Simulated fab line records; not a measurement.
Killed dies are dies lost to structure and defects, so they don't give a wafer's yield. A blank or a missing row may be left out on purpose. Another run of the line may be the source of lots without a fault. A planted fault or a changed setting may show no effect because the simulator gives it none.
Struck lot and sound lot, side by side | flow ritCmos | 33 steps out of a route of 202
Sound: these wafers, L681.2, L681.3, L681.6. Wafers struck: L684.3, L684.4, L684.5. The cause is named last.
Per side, at each step with rows, come the tool, then ch with its chambers, and then its first start. Under that, the readings that differ: sound wafers | struck wafers | difference of the means | sigmas: that difference in standard deviations of wafers without a fault.
alike: a reading whose means differ by less than 2 such deviations, as well as words and numbers matching on both sides. not compared: withheld readings; readings where some wafer has no value; bounds like >300 that might hide an equal value; numbers whose values overlap and for which the record gives no deviation.
Wherever a step has rows on one side only, a row that says differs or no value, or a row with sigmas, the two part there. When numbers do not overlap yet have no deviation, they are printed without sigmas and do not part them. A reading missing from all wafers of one side parts the sides only when that side holds two or more wafers.

first, 2 steps without rows for these wafers: RIT_ACTIVE_CLEAN_17 (cleans in SC2, time 600 s); RIT_FOX1_OXIDATION_00 (target thk 350.7 nm, ox time 1130 s).
RIT_FOX1_THK_MEAS_01:
  sound on filmMetro-01, day 2 15:16; struck on filmMetro-01, day 3 07:24
  alike: FOX1_OXIDE_THK
then, 2 steps without rows for these wafers: RIT_FOX1_WET_ETCH_02 (etches SiO2 in BOE, target depth 350 nm, time 390 s); RIT_FOX2_OXIDATION_00 (target thk 350.7 nm, ox time 1130 s).
RIT_FOX2_THK_MEAS_01:
  sound on filmMetro-04, day 2 17:02; struck on filmMetro-01, day 3 09:07
  alike: FOX2_OXIDE_THK
then, 2 steps without rows for these wafers: RIT_FOX2_CLEAN_02 (cleans in dHF, time 180 s); RIT_FOX2_WET_ETCH_03 (etches Si3N4 in H3PO4, target depth 195 nm, time 2700 s).
RIT_FOX2_THK_MEAS_90:
  sound on filmMetro-01, day 2 17:55; struck on filmMetro-01, day 3 10:04
  alike: FIELD_OXIDE_LEFT_1_THK
then, 3 steps without rows for these wafers: RIT_NWELL_HMDS_00 (prime time 60 s); RIT_NWELL_COAT_01 (resist thk 1300 nm); RIT_NWELL_SOFTBAKE_02 (time 60 s).
RIT_NWELL_EXPOSE_03: exposes mask M2, target cd 43900 nm.
  sound on ilineStepper-01 ch 0, day 2 18:39; struck on ilineStepper-02 ch 0, day 3 10:43
reading | sound          | struck         | difference | sigmas
mask    | M2#0 M2#0 M2#0 | M3#0 M3#0 M3#0 | differs    | 
  alike: exposureDoseMJCm2, focusOffsetNm
then, 2 steps without rows for these wafers: RIT_NWELL_PEB_04; RIT_NWELL_DEVELOP_05 (develop time 68 s).
RIT_NWELL_OVL_MEAS_06:
  sound on overlay-01, day 2 19:04; struck on overlay-02, day 3 11:07
reading        | sound          | struck | difference                    | sigmas
NWELL_OVL (nm) | -0.2 -1.1 -0.3 | - - -  | no value on the struck wafers | 
then, 2 steps without rows for these wafers: RIT_NWELL_HARDBAKE_07 (time 120 s); RIT_NWELL_IMPLANT_08.
RIT_NWELL_STRIP_09: strips in O2, time 180 s.
  sound on plasmaAsher-03 ch 0,1, day 2 19:30; struck on plasmaAsher-04 ch 0,1, day 3 11:36
  alike: drypumpMotorCurrentA
  not compared: rfHoursCounterH
RIT_NWELL_TW_MEAS_10:
  sound on filmMetro-03, day 2 19:41; struck on filmMetro-02, day 3 11:44
reading  | sound          | struck   | difference | sigmas
NWELL_TW | 2171 2172 2169 | 30 30 30 | -2141      | -71
then, 6 steps without rows for these wafers: RIT_PWELL_HMDS_00 (prime time 60 s); RIT_PWELL_COAT_01 (resist thk 1300 nm); RIT_PWELL_SOFTBAKE_02 (time 60 s); RIT_PWELL_EXPOSE_03 (exposes mask M3, target cd 43700 nm); RIT_PWELL_PEB_04; RIT_PWELL_DEVELOP_05 (develop time 68 s).
RIT_PWELL_OVL_MEAS_06:
  sound on overlay-01, day 2 20:45; struck on overlay-01, day 3 12:48
  alike: PWELL_OVL
then, 2 steps without rows for these wafers: RIT_PWELL_HARDBAKE_07 (time 120 s); RIT_PWELL_IMPLANT_08.
RIT_PWELL_STRIP_09: strips in O2, time 180 s.
  sound on plasmaAsher-02 ch 0,1, day 2 21:11; struck on plasmaAsher-03 ch 0,1, day 3 13:17
  alike: drypumpMotorCurrentA
  not compared: rfHoursCounterH
RIT_PWELL_TW_MEAS_10:
  sound on filmMetro-02, day 2 21:22; struck on filmMetro-02, day 3 13:25
reading  | sound       | struck         | difference | sigmas
PWELL_TW | 952 948 946 | 2197 2187 2181 | +1240      | +99 or more
then, 1 step without rows for these wafers: RIT_WELLDRIVE_ANNEAL_00 (time 14700 s).
RIT_M1_PROBE_99:
  sound on prober-02, day 4 10:42; struck on prober-01, day 5 01:54
reading          | sound | struck      | difference | sigmas
killedAtFrontEnd | 6 6 5 | 264 264 264 | +258       | +96
killedDies       | 6 6 5 | 264 264 264 | +258       | +96
killedOnRim      | 0 1 1 | 70 70 70    | +69        | +50
  alike: killedOpen, killedShort

== WHERE THEY PART ==
At RIT_NWELL_EXPOSE_03 first; at RIT_M1_PROBE_99 last (within this record only).

WHY: the cause the simulator had injected
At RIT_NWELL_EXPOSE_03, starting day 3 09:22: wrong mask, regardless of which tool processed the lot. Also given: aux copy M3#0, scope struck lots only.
